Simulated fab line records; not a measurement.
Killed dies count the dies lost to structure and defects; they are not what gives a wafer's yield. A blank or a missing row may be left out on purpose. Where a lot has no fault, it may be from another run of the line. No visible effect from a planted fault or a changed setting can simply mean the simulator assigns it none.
What tool caused it?	flow berkeleyCmos170	39 wafers from 13 lots sampled at 5 of the route's 331 steps

== WHAT EACH GAUGE READ, for each wafer ==
UCB170_NWELL_THK_MEAS_05.
lot	measured	on	NWELL_NITRIDE_THK (nm)
L441	day 2 03:05	filmMetro-02	222.0 222.2 222.5
L442	day 2 11:16	filmMetro-01	220.8 221.0 222.6
L443	day 2 19:10	filmMetro-01	223.6 223.2 222.1
L444	day 3 05:41	filmMetro-04	225.4 222.4 226.4
L445	day 3 05:42	filmMetro-01	218.0 222.5 220.2
L446	day 3 13:59	filmMetro-01	222.9 222.1 222.3
L447	day 3 21:26	filmMetro-04	223.0 224.9 225.0
L448	day 4 05:32	filmMetro-02	225.1 223.5 225.1
L452	day 4 19:33	filmMetro-01	220.0 223.3 221.3
L454	day 5 02:58	filmMetro-04	224.7 224.6 222.8
L455	day 5 11:12	filmMetro-04	225.7 224.8 228.2
L456	day 5 18:02	filmMetro-04	223.3 221.1 223.7
L463	day 7 05:09	filmMetro-02	222.4 223.6 224.3

UCB170_NWELL_OVL_MEAS_12.
lot	measured	on	NWELL_OVL (nm)
L441	day 2 04:35	overlay-01	6 4 1
L442	day 2 12:32	overlay-02	0 0 -3
L443	day 2 20:41	overlay-02	-4 -4 1
L444	day 3 06:50	overlay-01	3 5 8
L445	day 3 06:43	overlay-02	-1 -7 -1
L446	day 3 15:27	overlay-01	4 -1 1
L447	day 3 23:57	overlay-01	1 -1 -5
L448	day 4 06:50	overlay-02	-3 -10 -7
L452	day 4 20:47	overlay-01	2 3 -6
L454	day 5 04:43	overlay-02	-4 -7 -4
L455	day 5 12:13	overlay-01	9 0 12
L456	day 5 19:04	overlay-02	-4 -5 -10
L463	day 7 06:23	overlay-01	-2 -7 -2

UCB170_ACTIVE_THK_MEAS_06.
lot	measured	on	ACTIVE_NITRIDE_THK (nm)
L441	day 3 22:40	filmMetro-01	219.1 218.9 220.2
L442	day 4 10:27	filmMetro-02	222.2 219.9 220.8
L443	day 4 17:31	filmMetro-02	223.1 220.6 220.3
L444	day 5 03:04	filmMetro-02	216.9 216.5 215.4
L445	day 5 03:05	filmMetro-03	217.6 220.7 218.6
L446	day 5 11:41	filmMetro-02	217.0 214.7 215.7
L447	day 5 21:23	filmMetro-01	220.8 220.1 220.6
L448	day 5 21:23	filmMetro-03	218.5 216.5 218.7
L452	day 6 18:06	filmMetro-01	218.6 219.3 218.0
L454	day 7 07:05	filmMetro-03	218.7 218.8 220.4
L455	day 7 15:35	filmMetro-02	213.2 215.3 213.8
L456	day 7 18:28	filmMetro-03	218.4 220.4 222.5
L463	day 9 08:50	filmMetro-01	216.0 216.3 216.7

UCB170_ACTIVE_CD_MEAS_13: target cd 1200 nm.
lot	measured	on	cdNm (nm)
L441	day 4 01:35	cdSem-02	1201.5 1201.2 1200.5
L442	day 4 12:46	cdSem-01	1201.1 1200.1 1201.3
L443	day 4 18:33	cdSem-02	1200.1 1199.2 1201.4
L444	day 5 04:52	cdSem-02	1200.7 1200.2 1199.2
L445	day 5 04:58	cdSem-01	1198.9 1198.3 1198.5
L446	day 5 12:43	cdSem-02	1200.0 1201.1 1201.7
L447	day 5 22:17	cdSem-02	1199.0 1201.1 1200.0
L448	day 5 22:39	cdSem-02	1200.9 1200.0 1198.4
L452	day 6 19:08	cdSem-01	1200.9 1198.8 1200.6
L454	day 7 07:59	cdSem-02	1198.8 1198.4 1198.3
L455	day 7 16:29	cdSem-01	1285.5 1284.4 1285.1
L456	day 7 19:32	cdSem-01	1202.0 1202.4 1200.9
L463	day 9 10:26	cdSem-01	1200.2 1200.6 1200.0

== TOOL THAT RAN EACH LOT (tool first, then ch and the chambers of the sampled wafers, then the start) ==
lot	UCB170_ACTIVE_EXPOSE_10
L441	krfScanner-01 ch 0, day 4 00:20
L442	krfScanner-02 ch 0, day 4 11:45
L443	krfScanner-01 ch 0, day 4 18:10
L444	krfScanner-01 ch 0, day 5 03:55
L445	krfScanner-01 ch 0, day 5 04:19
L446	krfScanner-02 ch 0, day 5 12:20
L447	krfScanner-02 ch 0, day 5 21:54
L448	krfScanner-01 ch 0, day 5 22:16
L452	krfScanner-01 ch 0, day 6 18:44
L454	krfScanner-02 ch 0, day 7 07:36
L455	krfScanner-02 ch 0, day 7 16:06
L456	krfScanner-01 ch 0, day 7 19:08
L463	krfScanner-02 ch 0, day 9 09:55
- UCB170_ACTIVE_EXPOSE_10: exposes mask ACTIVE, target cd 1200 nm.

== WHAT THE TOOLS THEMSELVES READ (means of the sampled wafers that have a number; where no wafer has one, the mark that the record gives instead) ==
The record holds no such reading with a usual standard deviation.

== THE ANSWER, worked out from the rows above alone ==
Rule: what is usual is taken from the lots themselves. Put in order of their means at a reading, lots are off if they are a third of the lots or fewer, leave a main group of 4 or more, and stand apart from it by a gap of 3 or more times the standard deviation of the main group's means; of several such gaps the widest counts. A main group is skipped when, at the precision printed for the reading in the tables above, its means are all equal. Also off: a lot with no number at a reading for which 4 or more lots have one. Where the step has rows for the other lots, those lots are counted as sound. First the gauges in route order, then the tools' own readings, where a lot's mean is used as printed above. At the first step where some lot is off, the reading lying furthest off is the one used; lots without a number count as furthest.
Off at UCB170_ACTIVE_CD_MEAS_13 (cdNm): L455. The main group: mean 1200.2 nm, standard deviation 0.91.
If a tool, at a process step before that reading, ran all the lots that are off and no sound lot after the first of them, it fits. Those tools and the gauges at UCB170_ACTIVE_CD_MEAS_13 are tried in the same way. Not one of the candidates tried fits.

== WHAT WAS PUT IN BY THE SIMULATOR ==
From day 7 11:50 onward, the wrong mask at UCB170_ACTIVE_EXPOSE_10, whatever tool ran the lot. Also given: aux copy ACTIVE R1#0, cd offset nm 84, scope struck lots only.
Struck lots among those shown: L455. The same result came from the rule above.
